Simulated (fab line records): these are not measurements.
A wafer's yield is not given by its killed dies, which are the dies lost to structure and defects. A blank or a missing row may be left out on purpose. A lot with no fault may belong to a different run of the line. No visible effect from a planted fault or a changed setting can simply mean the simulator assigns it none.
What tool caused it? + flow rit cmos + 7 lots, 21 wafers sampled, at 2 steps of a route of 202

== WHAT THE GAUGES SHOWED, per wafer ==
RIT_M1_CD_MEAS_90: target cd 2600 nm.
| lot  | measured    | on        | cd nm (nm)           |
|------|-------------|-----------|----------------------|
| L120 | day 3 12:49 | cd sem-02 | 2597.2 2595.7 2597.4 |
| L123 | day 4 03:29 | cd sem-01 | 2601.3 2600.9 2599.9 |
| L129 | day 5 08:56 | cd sem-02 | 2607.6 2608.5 2598.0 |
| L134 | day 6 10:39 | cd sem-01 | 2599.9 2598.2 2600.3 |
| L136 | day 6 19:52 | cd sem-01 | 2599.0 2599.0 2597.3 |
| L139 | day 7 11:41 | cd sem-02 | 2598.1 2596.8 2600.5 |
| L142 | day 8 01:13 | cd sem-01 | 2606.0 2603.1 2600.5 |

== WHAT TOOL EACH LOT RAN ON (gives the tool, then ch and the chambers of the sampled wafers, and finally the start) ==
| lot  | RIT_M1_METAL_ETCH_12             |
|------|----------------------------------|
| L120 | rie metal-04 ch 0,1, day 3 12:16 |
| L123 | rie metal-04 ch 0,1, day 4 02:58 |
| L129 | rie metal-04 ch 0,1, day 5 08:23 |
| L134 | rie metal-02 ch 1, day 6 10:07   |
| L136 | rie metal-02 ch 0,1, day 6 19:20 |
| L139 | rie metal-02 ch 0, day 7 11:08   |
| L142 | rie metal-02 ch 0,1, day 8 00:40 |
- RIT_M1_METAL_ETCH_12: etches Al in Cl2/BCl3, stops on SiO2, time 165 s, target depth 600 nm.

== THE ANSWER, worked out from the rows above alone ==
Rule: the lots themselves supply what counts as usual. Put in order of their means at a reading, lots are off if they are a third of the lots or fewer, leave a main group of 4 or more, and stand apart from it by a gap of 3 or more times the standard deviation of the main group's means; of several such gaps the widest counts. If all means in a main group match to the digits the tables above print for the reading, that group is not used. Also off: a lot with no number at a reading for which 4 or more lots have one. All remaining lots with rows at the step are treated as sound.
Nothing can be told from this: no lot is off at any reading shown.

== WHAT WAS PUT IN BY THE SIMULATOR ==
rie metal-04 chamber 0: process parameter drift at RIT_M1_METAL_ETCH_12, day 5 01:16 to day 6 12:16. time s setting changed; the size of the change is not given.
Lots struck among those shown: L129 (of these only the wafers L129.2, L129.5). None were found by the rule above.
